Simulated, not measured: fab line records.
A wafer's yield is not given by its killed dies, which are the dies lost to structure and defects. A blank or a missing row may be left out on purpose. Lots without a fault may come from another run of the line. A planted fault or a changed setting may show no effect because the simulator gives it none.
Which tool was responsible?	flow ritCmos	Sampling: 14 lots, 42 wafers, 4 of 202 route steps

WHAT EACH GAUGE READ, for each wafer
RIT_SILICIDE_RS_MEAS_02: uses a four-point probe to measure. Usual: for SILICIDE_TI_RS the level is 48.3 ohm/sq and the standard deviation is 0.9.
lot	measured	on	SILICIDE_TI_RS (ohm/sq)	flag
L778	day 3 13:36	filmMetro-03	49.1 48.8 48.2	
L779	day 4 02:35	filmMetro-04	48.8 48.5 48.0	
L780	day 4 15:29	filmMetro-04	48.7 48.8 50.3	
L781	day 4 19:14	filmMetro-04	48.4 48.4 47.5	
L782	day 4 21:44	filmMetro-02	47.1 48.1 46.9	
L783	day 5 03:58	filmMetro-03	49.7 48.7 48.8	
L784	day 5 04:20	filmMetro-04	47.8 47.7 47.8	
L786	day 5 22:56	filmMetro-02	45.9 47.4 45.9	
L791	day 6 12:43	filmMetro-04	47.5 46.9 48.5	
L792	day 6 16:05	filmMetro-04	47.8 47.4 47.2	
L793	day 6 16:50	filmMetro-02	48.7 48.6 48.6	
L794	day 7 01:44	filmMetro-02	48.1 48.3 48.6	
L796	day 7 07:39	filmMetro-04	49.3 49.1 49.2	
L799	day 7 15:45	filmMetro-04	49.3 49.1 49.0	

RIT_SILICIDE_THK_MEAS_03: measures by xrf. Usual: for SILICIDE_TI_THK the level is 29.6 nm and the standard deviation is 0.46.
lot	measured	on	SILICIDE_TI_THK (nm)	flag
L778	day 3 13:43	filmMetro-03	28.9 29.3 29.7	
L779	day 4 02:41	filmMetro-04	29.4 29.4 29.7	
L780	day 4 15:34	filmMetro-04	29.4 29.3 28.7	
L781	day 4 19:21	filmMetro-04	29.4 29.6 30.1	
L782	day 4 21:51	filmMetro-02	30.4 29.8 30.4	
L783	day 5 04:03	filmMetro-03	28.8 29.4 29.3	
L784	day 5 04:26	filmMetro-04	29.7 29.8 29.7	
L786	day 5 23:04	filmMetro-02	30.7 30.0 30.7	
L791	day 6 12:50	filmMetro-04	30.0 30.2 29.3	
L792	day 6 16:12	filmMetro-04	29.9 30.0 30.0	
L793	day 6 16:58	filmMetro-02	29.5 29.4 29.4	
L794	day 7 01:51	filmMetro-02	29.6 29.5 29.5	
L796	day 7 07:46	filmMetro-04	29.1 29.4 29.2	
L799	day 7 15:52	filmMetro-04	29.1 29.2 29.1	

RIT_M1_BOW_MEAS_16. Usual: for M1_BOW the level is 16 um and the standard deviation is 6.2.
lot	measured	on	M1_BOW (um)	flag
L778	day 3 20:20	filmMetro-03	16 19 10	
L779	day 4 09:14	filmMetro-03	15 29 27	
L780	day 4 22:25	filmMetro-01	25 20 7	
L781	day 5 02:36	filmMetro-01	16 10 19	
L782	day 5 05:04	filmMetro-03	13 8 19	
L783	day 5 10:43	filmMetro-01	17 11 16	
L784	day 5 12:13	filmMetro-02	16 18 23	
L786	day 6 07:55	filmMetro-01	23 21 13	
L791	day 6 19:47	filmMetro-01	15 11 7	
L792	day 6 23:04	filmMetro-03	11 23 17	
L793	day 7 00:34	filmMetro-03	29 13 16	
L794	day 7 09:50	filmMetro-03	12 17 18	
L796	day 7 14:23	filmMetro-03	13 15 14	
L799	day 7 22:20	filmMetro-03	12 23 7	

TOOL THAT RAN EACH LOT (tool first, then ch and the chambers of the sampled wafers, then the start)
lot	RIT_M1_SPUTTER_00
L778	pvdSputter-01, day 3 16:17
L779	pvdSputter-02, day 4 05:17
L780	pvdSputter-01, day 4 18:08
L781	pvdSputter-04, day 4 22:02
L782	pvdSputter-01, day 5 01:07
L783	pvdSputter-04, day 5 06:38
L784	pvdSputter-01, day 5 07:11
L786	pvdSputter-01, day 6 02:14
L791	pvdSputter-01, day 6 15:44
L792	pvdSputter-01, day 6 19:02
L793	pvdSputter-04, day 6 19:56
L794	pvdSputter-04, day 7 04:48
L796	pvdSputter-04, day 7 10:22
L799	pvdSputter-04, day 7 18:20
- RIT_M1_SPUTTER_00: material Al, target thk 400 nm, time 500 s.

AS READ BY THE TOOLS THEMSELVES (means over the sampled wafers that have a number; for cases with no such wafer, the mark the record gives instead)
RIT_M1_SPUTTER_00. Usual: chamberPressurePa 0.3999 Pa, standard deviation 0.00082; throttleValvePct 30.1 %, standard deviation 0.58.
lot	tool	chamberPressurePa (Pa)	throttleValvePct (%)	flag
L778	pvdSputter-01	0.3999	29.6	
L779	pvdSputter-02	0.3999	30.6	
L780	pvdSputter-01	0.4002	29.5	
L781	pvdSputter-04	0.4004	30.9	
L782	pvdSputter-01	0.3999	29.6	
L783	pvdSputter-04	0.3994	30.6	
L784	pvdSputter-01	0.3999	29.7	
L786	pvdSputter-01	0.3993	29.7	
L791	pvdSputter-01	0.3634	31.1	OFF
L792	pvdSputter-01	0.3623	31.4	OFF
L793	pvdSputter-04	0.3999	30.9	
L794	pvdSputter-04	0.3998	30.7	
L796	pvdSputter-04	0.4003	30.7	
L799	pvdSputter-04	0.4004	30.3	

THE ANSWER, worked out from the rows above alone
Rule: take the mean of a lot's wafers that have a number; if it is more than 3 standard deviations from the usual mean, the lot is off. A lot without any number at a reading at which 4 lots or more have one is off too. Any other lot the step has rows for is counted as sound. Order of review: gauges by route order, followed by the tools' own readings, for which a lot's mean as printed above is used. The first step at which some lot is off is used, and at that step the reading that is off furthest; a lot without a number counts as furthest.
Off, at RIT_M1_SPUTTER_00 on chamberPressurePa: L791, L792.
If a tool, at that step or one of the process steps before it, ran each lot that is off and ran no sound lot following the first of them, it fits. One fits: RIT_M1_SPUTTER_00 on pvdSputter-01. A fault onset in the window from L786 (day 6 02:14, its last sound lot) to L791 (day 6 15:44, its first lot off) fits.
On the lots that are off, the tool's own readings at RIT_M1_SPUTTER_00 differ by more than 5 times the standard deviation of the sound lots' means, which bears it out; chamberPressurePa reads 0.3629 Pa there versus 0.3999 Pa on the sound lots.

WHAT THE SIMULATOR HAD INSERTED
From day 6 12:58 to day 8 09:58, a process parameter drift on pvdSputter-01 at RIT_M1_SPUTTER_00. The setting chamberPressurePa was moved by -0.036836, starting from 0.4.
Struck lots among those shown: L791, L792. The rule above found the same.
